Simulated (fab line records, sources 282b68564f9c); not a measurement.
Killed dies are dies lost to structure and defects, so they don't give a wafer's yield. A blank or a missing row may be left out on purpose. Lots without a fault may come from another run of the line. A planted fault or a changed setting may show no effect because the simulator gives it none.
Tool commonality check | flow rit_cmos | 14 lots, 42 wafers sampled

WHY IT WAS OPENED
At RIT_ACTIVE_THK_MEAS_02 the reading ACTIVE_OXIDE_THK is flagged on 2 of 14 lots. Wafers without a fault read 46.7 nm, standard deviation 1.4.
Rule: a lot is flagged when every wafer of it that has a number lies more than 4 standard deviations from that mean, or none has a number. The other lots count as sound.

lot  | measured    | on            | ACTIVE_OXIDE_THK (nm), wafer by wafer | flag
L579 | day 1 17:03 | film_metro-01 | 44.8 45.1 44.4                        |
L580 | day 1 22:04 | film_metro-04 | 48.4 49.7 48.9                        |
L581 | day 2 03:16 | film_metro-01 | 47.8 48.1 48.4                        |
L582 | day 2 12:05 | film_metro-04 | 48.1 47.5 48.0                        |
L583 | day 2 14:47 | film_metro-02 | 45.2 44.5 45.8                        |
L585 | day 3 00:11 | film_metro-02 | 45.4 45.0 45.1                        |
L589 | day 3 19:14 | film_metro-02 | 48.1 48.1 49.1                        |
L590 | day 4 00:04 | film_metro-02 | 38.2 37.7 38.8                        | FLAGGED
L592 | day 4 10:17 | film_metro-01 | 37.4 37.8 37.9                        | FLAGGED
L593 | day 4 15:08 | film_metro-02 | 44.6 44.5 44.8                        |
L594 | day 4 20:17 | film_metro-04 | 45.9 46.4 45.9                        |
L596 | day 5 06:03 | film_metro-01 | 46.1 46.4 45.6                        |
L599 | day 5 21:04 | film_metro-02 | 45.5 45.5 45.3                        |
L600 | day 6 02:03 | film_metro-01 | 44.9 45.6 44.8                        |
The numbers of the flagged lots are 38.0 nm on average: -8.7 nm against the usual, or -6 standard deviations.

WHICH TOOL RAN EACH LOT
The record holds 1 process step before the reading, out of a route of 202 steps. In each cell: the tool, then ch and the chambers that the sampled wafers went through, then the start.
lot  | flag    | RIT_ACTIVE_OXIDATION_01
L579 |         | furnace-03 ch 0, day 1 15:07
L580 |         | furnace-01 ch 0, day 1 20:07
L581 |         | furnace-01 ch 0, day 2 01:20
L582 |         | furnace-01 ch 0, day 2 10:09
L583 |         | furnace-03 ch 0, day 2 12:51
L585 |         | furnace-03 ch 0, day 2 22:14
L589 |         | furnace-01 ch 0, day 3 17:17
L590 | FLAGGED | furnace-01 ch 0, day 3 22:07
L592 | FLAGGED | furnace-01 ch 0, day 4 08:21
L593 |         | furnace-03 ch 0, day 4 13:11
L594 |         | furnace-02 ch 0, day 4 18:20
L596 |         | furnace-03 ch 0, day 5 04:07
L599 |         | furnace-02 ch 0, day 5 19:07
L600 |         | furnace-02 ch 0, day 6 00:07
What these steps do:
- RIT_ACTIVE_OXIDATION_01: target thk 46.8 nm, ox time 3360 s.
- RIT_ACTIVE_THK_MEAS_02

FLAGGED OVER TOTAL, TOOL BY TOOL (the gauges that took the reading come last)
step                    | tool          | lots run | flagged | share of the flagged lots | sound lots run after its first flagged lot
RIT_ACTIVE_OXIDATION_01 | furnace-01    | 6        | 2       | all                       | 0
RIT_ACTIVE_OXIDATION_01 | furnace-02    | 3        | 0       | none                      | -
RIT_ACTIVE_OXIDATION_01 | furnace-03    | 5        | 0       | none                      | -
RIT_ACTIVE_THK_MEAS_02  | film_metro-01 | 5        | 1       | some                      | 2 (L596,L600)
RIT_ACTIVE_THK_MEAS_02  | film_metro-02 | 6        | 1       | some                      | 2 (L593,L599)
RIT_ACTIVE_THK_MEAS_02  | film_metro-04 | 3        | 0       | none                      | -

WHAT THE TABLE ALLOWS
1 row of the table ran every flagged lot: furnace-01 at RIT_ACTIVE_OXIDATION_01.
- furnace-01 at RIT_ACTIVE_OXIDATION_01: 2 of its 6 lots flagged. Its last sound lot is L589 (day 3 17:17), its first flagged lot L590 (day 3 22:07): a fault that began between those two fits. Its own readings lie more than 4 standard deviations out on every wafer of the flagged lots: spike_tc_centre_C, spike_tc_load_C, spike_tc_source_C, tube_center_temp_C, tube_center_temp_C_max.
One tool is left: furnace-01 at RIT_ACTIVE_OXIDATION_01.

WHAT THE SIMULATOR HAD PUT IN
Process parameter drift: furnace-01, from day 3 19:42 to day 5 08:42, at RIT_ACTIVE_OXIDATION_01. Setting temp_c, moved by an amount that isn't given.
Lots struck among those shown: L590, L592. The rule above found the same.
